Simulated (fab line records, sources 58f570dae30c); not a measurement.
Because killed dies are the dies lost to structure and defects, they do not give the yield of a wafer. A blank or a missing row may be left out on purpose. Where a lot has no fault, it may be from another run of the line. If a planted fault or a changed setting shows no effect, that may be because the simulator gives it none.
fab line records	flow berkeley-cmos170
record: lots: 5	wafers: 15	last-day: 11
route steps=331 shown GATE@128 PLDD@145
lots with no fault: from the same line, run without faults
start-h: hours from the record's first day to the start of the lot's first wafer shown	wait-h: hours from the lot's prior step to this one	" the same as in the row above	L1.1+2: a row that stands for several wafers	- no value, or no start was given	* or withheld: withheld	< > ~ a bound
route shown NAME@n: NAME is a module with steps in the file, n the number in the route of the first one	usual: average and standard deviation across the fault-free wafers	same: alike in all rows	chamber/n: place in a boat	sites: the reading at each site	_std_site: the standard deviation of these	_edge_site: outer sites' mean less inner sites'	radius-mm: how far each site lies from the wafer's centre	mask NAME#n: copy n	behind: tool/chamber where the wafer was last shaped	hold: why the lot was held/for how many hours/how that ended	device: which transistor (n, p or np) failed to switch	end of line: the route-end tests of the same wafers	where a step has no rows: the recipe by itself	killed: dies that structure and defects cost at the first sort, which is not the same as the wafer's yield	map: shows each die of a wafer: x if killed, . if not, _ if none is there
set.NAME: the setting the step ran with; set.NAME@STEP: the setting that earlier step ran with	model.NAME: the simulator's own value behind a step, which no gauge read
a table for each step, a row for each wafer; lots at some steps of the route
services: from which hour (start-h, from the record's first day; less than 0 if before it) a tool's chamber was out of use, for how many hours, and why
== steps ==
step: UCB170_GATE_THK_MEAS_02
recipe: reads: SiO2_of_GATE_OXIDATION_01
usual: GATE_OXIDE_THK: 6.54/0.13
lot.wafer	tool	chamber	start-h	wait-h	GATE_OXIDE_THK[nm]
L078.3	film-metro-02	-	153.59	0.0	6.43
L078.4	"	-	"	"	6.55
L078.5	"	-	"	"	6.42
L079.1	film-metro-01	-	153.60	0.0	6.57
L079.3	"	-	"	"	6.57
L079.6	"	-	"	"	6.52
L082.1	film-metro-01	-	177.90	0.0	6.61
L082.3	"	-	"	"	6.60
L082.6	"	-	"	"	6.71
L089.2	film-metro-03	-	218.86	0.0	6.63
L089.3	"	-	"	"	6.54
L089.5	"	-	"	"	6.57
L093.3	film-metro-02	-	226.58	0.0	6.43
L093.4	"	-	"	"	6.52
L093.6	"	-	"	"	6.41
step: UCB170_GATE_ANNEAL_03
recipe: temp-c: 900	time-s: 1800	ambient: N2
usual: zone-power-centre-pct: 42.9/0.73
lot.wafer	tool	chamber	start-h	wait-h	zone-power-centre-pct
L078.3	furnace-02	0	158.19	4.6	42.1
L078.4	"	0	"	"	43.2
L078.5	"	0	"	"	43.0
L079.1	furnace-02	0	158.19	4.6	42.4
L079.3	"	0	"	"	42.6
L079.6	"	0	"	"	42.2
L082.1	furnace-01	0	183.75	5.8	43.1
L082.3	"	0	"	"	42.5
L082.6	"	0	"	"	42.6
L089.2	furnace-04	0	222.68	3.8	44.2
L089.3	"	0	"	"	44.1
L089.5	"	0	"	"	43.7
L093.3	furnace-02	0	231.81	5.2	42.7
L093.4	"	0	"	"	42.7
L093.6	"	0	"	"	42.5
step: UCB170_GATE_CVD_04
recipe: material: poly-Si	temp-c: 610	precursor: SiH4	time-s: 1440	pressure-mtorr: 375	target-thk-nm: 214	sih4-flow-sccm: 120
usual: zone-power-centre-pct: 27.9/0.7
lot.wafer	tool	chamber	start-h	wait-h	zone-power-centre-pct
L078.3	lpcvd-01	0	160.03	0.3	27.4
L078.4	"	0	"	"	27.1
L078.5	"	0	"	"	27.7
L079.1	lpcvd-01	0	160.03	0.3	27.8
L079.3	"	0	"	"	27.7
L079.6	"	0	"	"	27.1
L082.1	lpcvd-01	0	185.25	0.0	27.0
L082.3	"	0	"	"	27.7
L082.6	"	0	"	"	27.4
L089.2	lpcvd-01	0	224.18	0.0	27.6
L089.3	"	0	"	"	28.1
L089.5	"	0	"	"	27.3
L093.3	lpcvd-01	1	233.31	0.0	28.1
L093.4	"	1	"	"	28.8
L093.6	"	1	"	"	28.2
step: UCB170_GATE_THK_MEAS_05
recipe: reads: poly-Si_of_GATE_CVD_04
usual: GATE_POLY_THK: 214.9/1.8
lot.wafer	tool	chamber	start-h	wait-h	GATE_POLY_THK[nm]
L078.3	film-metro-02	-	161.45	0.0	215.8
L078.4	"	-	"	"	216.7
L078.5	"	-	"	"	218.5
L079.1	film-metro-02	-	161.49	0.1	215.9
L079.3	"	-	"	"	215.6
L079.6	"	-	"	"	219.0
L082.1	film-metro-02	-	186.65	0.0	216.1
L082.3	"	-	"	"	214.7
L082.6	"	-	"	"	214.6
L089.2	film-metro-02	-	225.60	0.0	217.6
L089.3	"	-	"	"	215.4
L089.5	"	-	"	"	215.9
L093.3	film-metro-03	-	234.73	0.0	214.0
L093.4	"	-	"	"	213.1
L093.6	"	-	"	"	214.1
step: UCB170_GATE_COAT_06
recipe: resist: BARC	temp-c: withheld	time-s: withheld	spin-rpm: 3000	resist-thk-nm: withheld
lot.wafer	tool	chamber	start-h	wait-h
L078.3+4+5	litho-track-02	0	161.54	0.1
L079.1+3+6	litho-track-01	0	161.57	0.1
L082.1+3+6	litho-track-03	0	186.71	0.1
L089.2+3+5	litho-track-02	0	225.87	0.3
L093.3+4+6	litho-track-01	0	234.82	0.1
step: UCB170_GATE_COAT_07
recipe: resist: KrF	spin-rpm: 1500	resist-thk-nm: 900
lot.wafer	tool	chamber	start-h	wait-h
L078.3+4+5	litho-track-02	0	-	-
L079.1+3+6	litho-track-01	0	-	-
L082.1+3+6	litho-track-03	0	-	-
L089.2+3+5	litho-track-02	0	-	-
L093.3+4+6	litho-track-01	0	-	-
step: UCB170_GATE_SOFTBAKE_08
recipe: resist: KrF	temp-c: 130	time-s: 60
lot.wafer	tool	chamber	start-h	wait-h
L078.3+4+5	litho-track-02	0	-	-
L079.1+3+6	litho-track-01	0	-	-
L082.1+3+6	litho-track-03	0	-	-
L089.2+3+5	litho-track-02	0	-	-
L093.3+4+6	litho-track-01	0	-	-
step: UCB170_GATE_EXPOSE_09
recipe: mask-id: POLY	target-cd-nm: 350	na: 0.5	sigma-outer: 0.6	source-shape: conventional	dose-mj: 21
lot.wafer	tool	chamber	start-h	wait-h	mask
L078.3+4+5	krf-scanner-01	0	161.98	-	POLY#0
L079.1+3+6	krf-scanner-02	0	162.30	-	POLY#0
L082.1+3+6	krf-scanner-02	0	187.29	-	POLY#0
L089.2+3+5	krf-scanner-01	0	226.46	-	POLY#0
L093.3+4+6	krf-scanner-01	0	235.25	-	POLY#0
step: UCB170_GATE_PEB_10
recipe: peb-temp-c: 130	peb-time-s: withheld	resist: KrF
lot.wafer	tool	chamber	start-h	wait-h
L078.3+4+5	litho-track-01	0	162.35	0.3
L079.1+3+6	litho-track-03	0	162.47	0.1
L082.1+3+6	litho-track-02	0	187.65	0.3
L089.2+3+5	litho-track-01	0	226.59	0.1
L093.3+4+6	litho-track-03	0	235.51	0.2
step: UCB170_GATE_DEVELOP_11
recipe: developer: TMAH	develop-time-s: 45	resist: KrF	dev-temp-c: 21
lot.wafer	tool	chamber	start-h	wait-h
L078.3+4+5	litho-track-01	0	-	-
L079.1+3+6	litho-track-03	0	-	-
L082.1+3+6	litho-track-02	0	-	-
L089.2+3+5	litho-track-01	0	-	-
L093.3+4+6	litho-track-03	0	-	-
step: UCB170_GATE_CD_MEAS_12
recipe: target-cd-nm: 350
usual: cd-nm: 349.7/1.5
lot.wafer	tool	chamber	start-h	wait-h	cd-nm
L078.3	cd-sem-02	-	162.61	-	350.0
L078.4	"	-	"	"	350.0
L078.5	"	-	"	"	349.2
L079.1	cd-sem-02	-	162.93	-	349.4
L079.3	"	-	"	"	348.0
L079.6	"	-	"	"	348.8
L082.1	cd-sem-01	-	187.92	-	350.3
L082.3	"	-	"	"	350.0
L082.6	"	-	"	"	349.1
L089.2	cd-sem-01	-	226.86	-	348.2
L089.3	"	-	"	"	349.7
L089.5	"	-	"	"	349.7
L093.3	cd-sem-01	-	235.77	-	352.3
L093.4	"	-	"	"	351.4
L093.6	"	-	"	"	350.5
step: UCB170_GATE_OVL_MEAS_13
usual: GATE_OVL: -2/4.5
lot.wafer	tool	chamber	start-h	wait-h	GATE_OVL[nm]
L078.3	overlay-01	-	162.70	0.1	-5
L078.4	"	-	"	"	-8
L078.5	"	-	"	"	-5
L079.1	overlay-01	-	163.05	0.1	-8
L079.3	"	-	"	"	-5
L079.6	"	-	"	"	-9
L082.1	overlay-01	-	188.04	0.1	5
L082.3	"	-	"	"	1
L082.6	"	-	"	"	1
L089.2	overlay-01	-	226.96	0.1	-1
L089.3	"	-	"	"	0
L089.5	"	-	"	"	7
L093.3	overlay-02	-	235.86	0.1	-5
L093.4	"	-	"	"	-6
L093.6	"	-	"	"	-4
step: UCB170_GATE_ETCH_14
recipe: chemistry: N2/H2	target-depth-a: withheld	overetch-a: withheld	target: BARC	time-s: withheld	source-w: 500	bias-w: 100	pressure-mtorr: 30	n2-flow-sccm: 100	h2-flow-sccm: 200
usual: chamber-pressure-mTorr: 30.00/0.03	drypump-motor-current-A: 5.9/0.39	h2-flow-sccm: 200.1/0.58	oes-product-au: 0.985/0.021	throttle-valve-pct: 13.28/0.17
lot.wafer	tool	chamber	start-h	wait-h	chamber-pressure-mTorr	drypump-motor-current-A	h2-flow-sccm	oes-product-au	throttle-valve-pct
L078.3	rie-diel-04	2	162.73	0.0	29.99	5.6	200.7	0.954	13.14
L078.4	"	1	"	"	30.01	6.4	200.1	0.970	13.19
L078.5	"	0	"	"	30.05	6.1	200.5	1.013	13.28
L079.1	rie-diel-01	2	163.09	0.0	30.04	5.7	200.0	0.967	13.49
L079.3	"	0	"	"	30.00	5.7	200.2	0.976	13.70
L079.6	"	0	"	"	29.96	5.7	200.2	0.964	13.69
L082.1	rie-diel-04	1	188.08	0.0	30.02	6.4	199.2	0.960	13.20
L082.3	"	2	"	"	30.03	5.6	199.6	0.969	13.17
L082.6	"	3	"	"	30.04	6.1	199.4	0.991	13.29
L089.2	rie-diel-02	0	226.99	0.0	30.05	5.8	199.6	0.977	13.10
L089.3	"	2	"	"	30.00	5.4	199.6	1.005	13.30
L089.5	"	2	"	"	29.96	5.4	199.9	1.009	13.30
L093.3	rie-diel-02	0	235.89	0.0	30.00	5.9	199.7	0.990	13.12
L093.4	"	3	"	"	29.99	6.3	199.7	1.013	13.07
L093.6	"	1	"	"	30.03	6.2	200.1	1.009	13.52
step: UCB170_GATE_ETCH_15
recipe: chemistry: HBr/Cl2	target: poly-Si	stop-on: SiO2	over-etch-frac: 0.3	icp-w: 300	bias-w: 146.4	time-s: 56.3	pressure-mtorr: 15	HBr_flow_sccm: 150	Cl2_flow_sccm: 50	target-depth-a: 2782
usual: chamber-pressure-mTorr: 15.000/0.013	drypump-motor-current-A: 5.3/0.58	oes-product-au: 0.839/0.013	throttle-valve-pct: 26.3/0.36
lot.wafer	tool	chamber	start-h	wait-h	chamber-pressure-mTorr	drypump-motor-current-A	oes-product-au	rf-hours-counter-h	throttle-valve-pct
L078.3	rie-si-01	3	162.77	-	15.035	4.7	0.833	0	25.9
L078.4	"	1	"	"	14.993	4.7	0.836	89	26.9
L078.5	"	2	"	"	14.984	6.3	0.867	-	26.1
L079.1	rie-si-01	2	163.13	-	14.989	6.3	0.866	2	26.1
L079.3	"	0	"	"	15.002	5.1	0.856	2	26.1
L079.6	"	3	"	"	14.989	4.7	0.843	-	25.9
L082.1	rie-si-01	1	188.12	-	14.992	4.7	0.835	89	26.9
L082.3	"	2	"	"	14.974	6.3	0.856	2	26.1
L082.6	"	3	"	"	15.008	4.7	0.819	-	25.9
L089.2	rie-si-02	0	227.03	-	15.000	6.2	0.839	1	26.4
L089.3	"	2	"	"	15.013	5.1	0.833	2	26.3
L089.5	"	2	"	"	15.022	5.1	0.840	-	26.3
L093.3	rie-si-01	2	235.93	-	15.008	6.3	0.854	2	26.1
L093.4	"	1	"	"	15.024	4.7	0.822	90	26.9
L093.6	"	3	"	"	15.024	4.7	0.823	-	25.9
step: UCB170_GATE_STRIP_16
recipe: chemistry: O2	power-w: 400	pressure-mtorr: 3500	platen-temp-c: withheld	o2-flow-sccm: 400	overash-fraction: 0.5
usual: chamber-pressure-mTorr: 3499.7/2.8	drypump-motor-current-A: 5.6/0.55	oes-product-au: 0.724/0.0045
lot.wafer	tool	chamber	start-h	wait-h	chamber-pressure-mTorr	drypump-motor-current-A	oes-product-au	rf-hours-counter-h
L078.3	plasma-asher-02	1	162.85	0.1	3495.8	4.8	0.722	-
L078.4	"	0	"	"	3500.8	5.6	0.728	-
L078.5	"	0	"	"	3500.5	5.6	0.726	-
L079.1	plasma-asher-01	1	163.18	0.0	3496.7	6.0	0.722	35
L079.3	"	1	"	"	3501.4	6.0	0.721	-
L079.6	"	1	"	"	3496.2	6.0	0.730	-
L082.1	plasma-asher-03	1	188.17	0.0	3502.8	5.8	0.725	47
L082.3	"	0	"	"	3504.2	5.1	0.729	-
L082.6	"	1	"	"	3496.1	5.8	0.721	-
L089.2	plasma-asher-03	1	227.08	0.0	3501.5	5.8	0.724	51
L089.3	"	0	"	"	3496.2	5.1	0.729	-
L089.5	"	1	"	"	3501.3	5.8	0.725	-
L093.3	plasma-asher-02	0	236.01	0.1	3501.9	5.5	0.716	-
L093.4	"	1	"	"	3499.6	4.8	0.730	-
L093.6	"	0	"	"	3500.7	5.5	0.721	-
step: UCB170_GATE_CD_MEAS_90
recipe: target-cd-nm: 350
usual: cd-nm: 349.8/1.8
lot.wafer	tool	chamber	start-h	wait-h	cd-nm
L078.3	cd-sem-02	-	163.21	0.3	350.4
L078.4	"	-	"	"	351.2
L078.5	"	-	"	"	349.5
L079.1	cd-sem-02	-	163.53	0.3	350.3
L079.3	"	-	"	"	347.4
L079.6	"	-	"	"	348.0
L082.1	cd-sem-02	-	188.27	0.1	351.4
L082.3	"	-	"	"	350.0
L082.6	"	-	"	"	349.3
L089.2	cd-sem-01	-	227.20	0.1	347.2
L089.3	"	-	"	"	349.3
L089.5	"	-	"	"	350.1
L093.3	cd-sem-01	-	236.12	0.1	351.4
L093.4	"	-	"	"	350.8
L093.6	"	-	"	"	350.8
step: UCB170_GATE_CLEAN_17
recipe: chemistry: SPM	temp-c: 120	time-s: 600
lot.wafer	tool	chamber	start-h	wait-h
L078.3+4+5	wet-bench-01	1	164.58	1.3
L079.1+3+6	wet-bench-01	2	164.58	1.0
L082.1+3+6	wet-bench-02	0	190.08	1.8
L089.2+3+5	wet-bench-01	1	227.35	0.1
L093.3+4+6	wet-bench-01	2	236.20	0.1
step: UCB170_PLDD_HMDS_00
recipe: prime-time-s: 60	prime-temp-c: 100
lot.wafer	tool	chamber	start-h	wait-h
L079.1+3+6	litho-track-03	0	164.76	0.0
L078.3+4+5	litho-track-01	0	164.81	0.1
L082.1+3+6	litho-track-01	0	190.26	0.0
L089.2+3+5	litho-track-04	0	227.71	0.2
L093.3+4+6	litho-track-03	0	236.42	0.1
step: UCB170_PLDD_COAT_01
recipe: resist: KrF	spin-rpm: 1500	resist-thk-nm: 900
lot.wafer	tool	chamber	start-h	wait-h
L079.1+3+6	litho-track-03	0	164.91	0.1
L078.3+4+5	litho-track-01	0	164.96	0.1
L082.1+3+6	litho-track-01	0	190.41	0.1
L089.2+3+5	litho-track-04	0	227.86	0.1
L093.3+4+6	litho-track-03	0	236.57	0.1
step: UCB170_PLDD_SOFTBAKE_02
recipe: resist: KrF	temp-c: 130	time-s: 60
lot.wafer	tool	chamber	start-h	wait-h
L079.1+3+6	litho-track-03	0	165.06	0.1
L078.3+4+5	litho-track-01	0	165.11	0.1
L082.1+3+6	litho-track-01	0	190.56	0.1
L089.2+3+5	litho-track-04	0	228.01	0.1
L093.3+4+6	litho-track-03	0	236.72	0.1
step: UCB170_PLDD_EXPOSE_03
recipe: mask-id: PSELECT	na: 0.5	sigma-outer: 0.6	source-shape: conventional	target-cd-nm: 1200	dose-mj: 30
lot.wafer	tool	chamber	start-h	wait-h	mask
L078.3+4+5	krf-scanner-02	0	165.25	0.1	PSELECT#0
L079.1+3+6	krf-scanner-01	0	165.57	0.5	PSELECT#0
L082.1+3+6	krf-scanner-01	0	190.71	0.1	PSELECT#0
L089.2+3+5	krf-scanner-02	0	228.36	0.3	PSELECT#0
L093.3+4+6	krf-scanner-02	0	236.86	0.1	PSELECT#0
step: UCB170_PLDD_PEB_04
recipe: peb-temp-c: 130.6	peb-time-s: withheld	resist: KrF
lot.wafer	tool	chamber	start-h	wait-h
L078.3+4+5	litho-track-04	0	165.37	0.1
L079.1+3+6	litho-track-01	0	166.11	0.5
L082.1+3+6	litho-track-01	0	191.61	0.9
L089.2+3+5	litho-track-04	0	228.48	0.1
L093.3+4+6	litho-track-04	0	236.99	0.1
step: UCB170_PLDD_DEVELOP_05
recipe: developer: TMAH	develop-time-s: 45	resist: KrF	dev-temp-c: 21
lot.wafer	tool	chamber	start-h	wait-h
L078.3+4+5	litho-track-04	0	-	-
L079.1+3+6	litho-track-01	0	-	-
L082.1+3+6	litho-track-01	0	-	-
L089.2+3+5	litho-track-04	0	-	-
L093.3+4+6	litho-track-04	0	-	-
step: UCB170_PLDD_CD_MEAS_06
recipe: target-cd-nm: 1200
usual: cd-nm: 1200.3/1.5
lot.wafer	tool	chamber	start-h	wait-h	cd-nm
L078.3	cd-sem-02	-	165.64	-	1199.0
L078.4	"	-	"	"	1200.4
L078.5	"	-	"	"	1199.9
L079.1	cd-sem-02	-	166.46	-	1200.0
L079.3	"	-	"	"	1200.5
L079.6	"	-	"	"	1199.2
L082.1	cd-sem-01	-	191.88	-	1203.0
L082.3	"	-	"	"	1200.0
L082.6	"	-	"	"	1200.6
L089.2	cd-sem-02	-	228.79	-	1202.9
L089.3	"	-	"	"	1202.2
L089.5	"	-	"	"	1202.4
L093.3	cd-sem-02	-	237.25	-	1196.7
L093.4	"	-	"	"	1198.1
L093.6	"	-	"	"	1199.1
step: UCB170_PLDD_OVL_MEAS_07
usual: PLDD_OVL: -1/4.3
lot.wafer	tool	chamber	start-h	wait-h	PLDD_OVL[nm]
L078.3	overlay-02	-	165.73	0.1	-10
L078.4	"	-	"	"	-3
L078.5	"	-	"	"	-6
L079.1	overlay-01	-	166.58	0.1	3
L079.3	"	-	"	"	0
L079.6	"	-	"	"	1
L082.1	overlay-02	-	192.00	0.1	-6
L082.3	"	-	"	"	-3
L082.6	"	-	"	"	-5
L089.2	overlay-02	-	228.90	0.1	2
L089.3	"	-	"	"	4
L089.5	"	-	"	"	3
L093.3	overlay-02	-	237.35	0.1	1
L093.4	"	-	"	"	-2
L093.6	"	-	"	"	4
step: UCB170_PLDD_IMPLANT_08
recipe: species: BF2	dose-cm2: 5e+13	energy-kev: 10	tilt-deg: 7	rotation-deg: 0
usual: rotation-deg: -0.002/0.019	tilt-deg: 6.995/0.021
lot.wafer	tool	chamber	start-h	wait-h	rotation-deg	tilt-deg
L078.3	implanter-04	0	165.80	0.1	-0.018	7.015
L078.4	"	0	"	"	-0.016	6.977
L078.5	"	0	"	"	0.000	7.005
L079.1	implanter-04	0	166.61	0.0	-0.030	6.986
L079.3	"	0	"	"	-0.042	6.991
L079.6	"	0	"	"	-0.026	6.995
L082.1	implanter-04	0	192.04	0.0	0.031	7.014
L082.3	"	0	"	"	0.010	7.015
L082.6	"	0	"	"	0.017	6.988
L089.2	implanter-02	0	228.95	0.0	0.017	6.979
L089.3	"	0	"	"	-0.015	6.982
L089.5	"	0	"	"	-0.019	6.971
L093.3	implanter-02	0	237.42	0.1	0.001	6.999
L093.4	"	0	"	"	0.002	7.003
L093.6	"	0	"	"	-0.002	7.016
step: UCB170_PLDD_IMPLANT_09
recipe: species: BF2	dose-cm2: 5e+13	energy-kev: 10	tilt-deg: 7	rotation-deg: 180
usual: rotation-deg: 180.00/0.028	tilt-deg: 7.004/0.024
lot.wafer	tool	chamber	start-h	wait-h	rotation-deg	tilt-deg
L078.3	implanter-04	0	165.95	0.1	180.04	6.993
L078.4	"	0	"	"	179.98	7.004
L078.5	"	0	"	"	180.03	6.993
L079.1	implanter-04	0	166.76	0.1	179.95	6.975
L079.3	"	0	"	"	180.00	6.984
L079.6	"	0	"	"	179.99	6.993
L082.1	implanter-04	0	192.19	0.1	179.96	7.029
L082.3	"	0	"	"	180.03	7.014
L082.6	"	0	"	"	180.04	7.016
L089.2	implanter-02	0	229.10	0.1	179.98	7.003
L089.3	"	0	"	"	179.98	6.983
L089.5	"	0	"	"	180.00	7.019
L093.3	implanter-02	0	237.57	0.1	180.00	7.034
L093.4	"	0	"	"	180.01	6.992
L093.6	"	0	"	"	180.00	6.973
== services ==
tool	chamber	start-h	hours	kind
rie-diel-01	2	144.93	3.5	repair
krf-scanner-02	-	148.36	0.3	repair
rie-diel-01	0	148.57	-	clean
rie-diel-01	0	148.57	14.3	scheduled-down
krf-scanner-01	-	150.67	0.8	pm
implanter-04	-	160.48	3.6	pm
rie-diel-02	-	164.94	0.4	repair
furnace-02	-	173.73	2.8	pm
krf-scanner-02	-	177.09	0.8	pm
krf-scanner-02	-	177.96	1.3	pm
rie-diel-02	2	181.88	-	clean
rie-diel-02	2	181.88	27.5	scheduled-down
rie-diel-02	2	181.88	27.5	vent-cycle
krf-scanner-01	-	194.57	0.7	repair
furnace-01	-	203.75	1.3	repair
rie-diel-01	0	213.03	5.8	repair
rie-diel-01	-	213.30	0.9	repair
lpcvd-01	-	214.93	0.5	repair
wet-bench-02	-	221.05	7.4	repair
furnace-01	-	223.89	4.2	pm
krf-scanner-02	-	224.74	2.7	repair
rie-diel-02	-	227.11	0.3	repair
krf-scanner-01	-	227.41	1.0	pm
plasma-asher-03	-	230.01	2.0	repair
== key ==
fault none
